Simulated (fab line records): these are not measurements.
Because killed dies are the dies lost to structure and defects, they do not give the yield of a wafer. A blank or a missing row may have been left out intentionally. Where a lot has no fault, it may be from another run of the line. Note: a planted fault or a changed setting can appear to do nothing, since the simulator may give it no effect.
Which tool did it? | flow rit-cmos | 42 wafers from 14 lots sampled at 4 of the route's 202 steps

## WHAT THE GAUGES SHOWED, per wafer
RIT_SDANNEAL_RS_MEAS_04: uses a four-point probe to measure.
lot  | measured    | on            | PSD_RS (ohm/sq)
L847 | day 3 06:52 | film-metro-04 | 115.7 115.7 115.7
L852 | day 4 09:40 | film-metro-04 | 116.2 116.2 116.4
L857 | day 5 09:04 | film-metro-03 | 130.4 130.7 130.3
L858 | day 5 14:08 | film-metro-03 | 116.0 116.3 116.6
L859 | day 5 18:52 | film-metro-03 | 130.0 130.2 130.3
L860 | day 5 20:50 | film-metro-04 | 115.8 116.0 116.1
L862 | day 6 08:52 | film-metro-04 | 115.7 115.9 115.9
L863 | day 6 11:28 | film-metro-03 | 115.9 115.8 116.0
L864 | day 6 17:11 | film-metro-02 | 115.6 116.0 115.6
L865 | day 7 02:05 | film-metro-04 | 115.8 115.7 115.7
L867 | day 7 10:52 | film-metro-03 | 116.5 116.2 116.3
L868 | day 7 14:58 | film-metro-02 | 116.1 116.4 116.3
L869 | day 7 21:20 | film-metro-04 | 115.8 115.9 115.8
L870 | day 7 23:43 | film-metro-04 | 115.3 115.5 115.6

RIT_SDANNEAL_RS_MEAS_05: uses a four-point probe to measure.
lot  | measured    | on            | NSD_RS (ohm/sq)
L847 | day 3 06:59 | film-metro-04 | 84.7 84.7 84.2
L852 | day 4 09:47 | film-metro-04 | 84.7 84.5 84.5
L857 | day 5 09:11 | film-metro-03 | 85.6 85.3 85.8
L858 | day 5 14:15 | film-metro-03 | 84.6 84.4 84.6
L859 | day 5 18:59 | film-metro-03 | 85.4 85.4 85.5
L860 | day 5 20:57 | film-metro-04 | 84.8 84.4 84.6
L862 | day 6 08:59 | film-metro-04 | 84.4 84.7 84.3
L863 | day 6 11:35 | film-metro-03 | 84.9 85.0 85.2
L864 | day 6 17:19 | film-metro-02 | 84.0 83.9 83.8
L865 | day 7 02:12 | film-metro-04 | 84.9 84.8 84.9
L867 | day 7 10:59 | film-metro-03 | 84.7 84.6 84.7
L868 | day 7 15:05 | film-metro-02 | 84.8 84.6 84.8
L869 | day 7 21:27 | film-metro-04 | 84.8 85.0 84.7
L870 | day 7 23:50 | film-metro-04 | 84.4 84.3 84.3

RIT_SDANNEAL_RS_MEAS_06: uses a four-point probe to measure.
lot  | measured    | on            | PLDD_RS (ohm/sq)
L847 | day 3 07:07 | film-metro-04 | 178.3 178.2 178.5
L852 | day 4 09:54 | film-metro-04 | 178.7 178.9 179.1
L857 | day 5 09:18 | film-metro-03 | 195.2 195.3 194.7
L858 | day 5 14:22 | film-metro-03 | 179.1 179.3 179.8
L859 | day 5 19:06 | film-metro-03 | 194.2 194.2 194.5
L860 | day 5 21:04 | film-metro-04 | 178.1 178.6 178.2
L862 | day 6 09:07 | film-metro-04 | 178.4 178.7 178.4
L863 | day 6 11:43 | film-metro-03 | 178.4 178.7 177.8
L864 | day 6 17:26 | film-metro-02 | 178.6 178.3 178.6
L865 | day 7 02:19 | film-metro-04 | 178.4 178.8 178.3
L867 | day 7 11:07 | film-metro-03 | 179.3 179.0 179.5
L868 | day 7 15:13 | film-metro-02 | 178.3 178.8 178.2
L869 | day 7 21:34 | film-metro-04 | 178.4 178.9 177.8
L870 | day 7 23:58 | film-metro-04 | 177.9 178.2 178.5

## WHICH TOOL RAN EACH LOT (tool, then ch and the chambers of the sampled wafers, then the start)
lot  | RIT_SDANNEAL_RTA_03
L847 | rtp-anneal-01 ch 0, day 3 06:47
L852 | rtp-anneal-01 ch 0, day 4 09:36
L857 | rtp-anneal-01 ch 0, day 5 08:59
L858 | rtp-anneal-02 ch 0, day 5 14:04
L859 | rtp-anneal-01 ch 0, day 5 18:48
L860 | rtp-anneal-02 ch 0, day 5 20:47
L862 | rtp-anneal-02 ch 0, day 6 08:49
L863 | rtp-anneal-02 ch 0, day 6 11:25
L864 | rtp-anneal-02 ch 0, day 6 17:07
L865 | rtp-anneal-02 ch 0, day 7 02:02
L867 | rtp-anneal-02 ch 0, day 7 10:49
L868 | rtp-anneal-02 ch 0, day 7 14:55
L869 | rtp-anneal-02 ch 0, day 7 21:16
L870 | rtp-anneal-02 ch 0, day 7 23:40
- RIT_SDANNEAL_RTA_03: time 5 s.

## AS READ BY THE TOOLS THEMSELVES (means over the sampled wafers that have a number; for cases with no such wafer, the mark the record gives instead)
RIT_SDANNEAL_RTA_03.
lot  | tool          | wafer_temp_C_max
L847 | rtp-anneal-01 | 1055.1
L852 | rtp-anneal-01 | 1053.5
L857 | rtp-anneal-01 | 1033.4
L858 | rtp-anneal-02 | 1053.7
L859 | rtp-anneal-01 | 1032.6
L860 | rtp-anneal-02 | 1053.4
L862 | rtp-anneal-02 | 1053.4
L863 | rtp-anneal-02 | 1052.9
L864 | rtp-anneal-02 | 1053.5
L865 | rtp-anneal-02 | 1053.0
L867 | rtp-anneal-02 | 1054.0
L868 | rtp-anneal-02 | 1054.7
L869 | rtp-anneal-02 | 1053.0
L870 | rtp-anneal-02 | 1052.9

## THE ANSWER, worked out from the rows above alone
Rule: the lots themselves supply what counts as usual. The widest of any qualifying gaps counts: lots, ordered by their means at a reading, are off when they make up no more than a third of the lots, leave a main group of 4 or more, and stand apart from it by 3 or more times the standard deviation of that group's means. A main group is skipped when, at the precision printed for the reading in the tables above, its means are all equal. Also off: a lot with no number at a reading for which 4 or more lots have one. All remaining lots with rows at the step are treated as sound. The gauges are gone through in route order, then the tools' own readings, and for those a lot's mean is taken as printed above. At the first step where some lot is off, the reading lying furthest off is the one used; lots without a number count as furthest.
Off: L857, L859, seen at RIT_SDANNEAL_RS_MEAS_04 (PSD_RS). Mean 115.9 ohm/sq and standard deviation 0.27 in the main group.
If a tool, at a process step before that reading, ran all the lots that are off and no sound lot after the first of them, it fits. Not tried: the gauges at RIT_SDANNEAL_RS_MEAS_04; whatever is off there is also off at RIT_SDANNEAL_RTA_03, on other tools, and gauge error can't account for it. One fits: rtp-anneal-01 at RIT_SDANNEAL_RTA_03. Its last sound lot is L852 (day 4 09:36), its first lot that is off L857 (day 5 08:59): a fault that began between those two fits.
The tool's own readings at RIT_SDANNEAL_RTA_03 bear it out: on the lots that are off they differ by more than 5 times the standard deviation of the sound lots' means. wafer_temp_C_max reads 1033.0 there against 1053.6 on the sound lots.

## WHAT THE SIMULATOR HAD PUT IN
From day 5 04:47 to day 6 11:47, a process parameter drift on rtp-anneal-01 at RIT_SDANNEAL_RTA_03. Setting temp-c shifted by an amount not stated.
Lots struck among those shown: L857, L859. The rule given above showed the same thing.
